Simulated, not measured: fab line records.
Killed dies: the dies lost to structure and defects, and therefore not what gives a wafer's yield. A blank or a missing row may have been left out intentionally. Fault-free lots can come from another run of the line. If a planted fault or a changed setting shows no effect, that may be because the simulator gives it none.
Code-filled problem report in 8D (eight disciplines) form | flow rit-cmos | the parts of the form that need people (team, actions taken, sign-off) are left out

## 1. WHAT WENT WRONG
At RIT_NWELL_SOFTBAKE_02, run-length-s averages 98.09 s over 6 wafers from 2 lots, while fault-free wafers read 89.20 s, standard deviation 0.18. That is +49 standard deviations from the usual mean.
The step: time 60 s.
The first sign was on wafer L850.1 at day 3 23:07, on litho-track-04. The record has a number at this step for 42 wafers belonging to 14 lots. Rule for "out" (also "out of limits"): further than 4 standard deviations from the usual mean. Any other wafer with a number is counted as sound.

## 2. WHAT IT IS; WHAT IT IS NOT
question                    | is                     | is not
which readings at this step | run-length-s           | resist-line-temp-C
which lots                  | L850, L852             | L840, L842, L843, L851, L853, L854, L855, L856, L857, L859, L862, L863
which wafers of those lots  | all that have a number | -
read on which tools         | litho-track-04         | litho-track-01, litho-track-03
when                        | from day 3 23:07       | up to then (9 sound wafers); but 27 sound wafers of L851, L853, L854, L855, L856, L857, L859, L862, L863 came after

## 3. WHAT RULES OUT EACH SUSPECT
Counting: a tool stays on the suspect list if, at a process step up to the reading, it processed all lots that are out and no sound lot following the first of them.
- litho-track-04 at RIT_NWELL_SOFTBAKE_02 (time 60 s): kept. It processed each lot that is out, first L850 at day 3 23:07, and no sound lot thereafter; up to then, the last sound lot it processed was L842 at day 2 06:22. Its own readings are out on those wafers: run-length-s.
Left after counting: litho-track-04 at RIT_NWELL_SOFTBAKE_02.

## 4. THE CAUSE (what the simulator had put in)
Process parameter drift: litho-track-04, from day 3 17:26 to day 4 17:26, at RIT_NWELL_SOFTBAKE_02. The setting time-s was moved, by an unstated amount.
Counting left only this tool.

## 5. THE EFFECT CHAIN, in route order
Each row: a reading where the mean over the struck wafers with a number is more than 3 standard deviations away from the usual. Scope: only readings with a usual standard deviation given in the record; hours: median across lots of the time from each lot's start at the first step in this table that gives one to its start at this step; sigmas: change in usual standard deviations.
hours | step                  | reading      | usual   | on struck wafers | change | sigmas
0     | RIT_NWELL_SOFTBAKE_02 | run-length-s | 89.20 s | 98.09            | +8.89  | +49
It contains these process steps:
- RIT_NWELL_SOFTBAKE_02: time 60 s.

## 6. HOW IT WOULD HAVE BEEN CAUGHT EARLIER
The fault began at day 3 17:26; the first out-of-limits reading in this record came at day 3 23:07, 6 hours later.
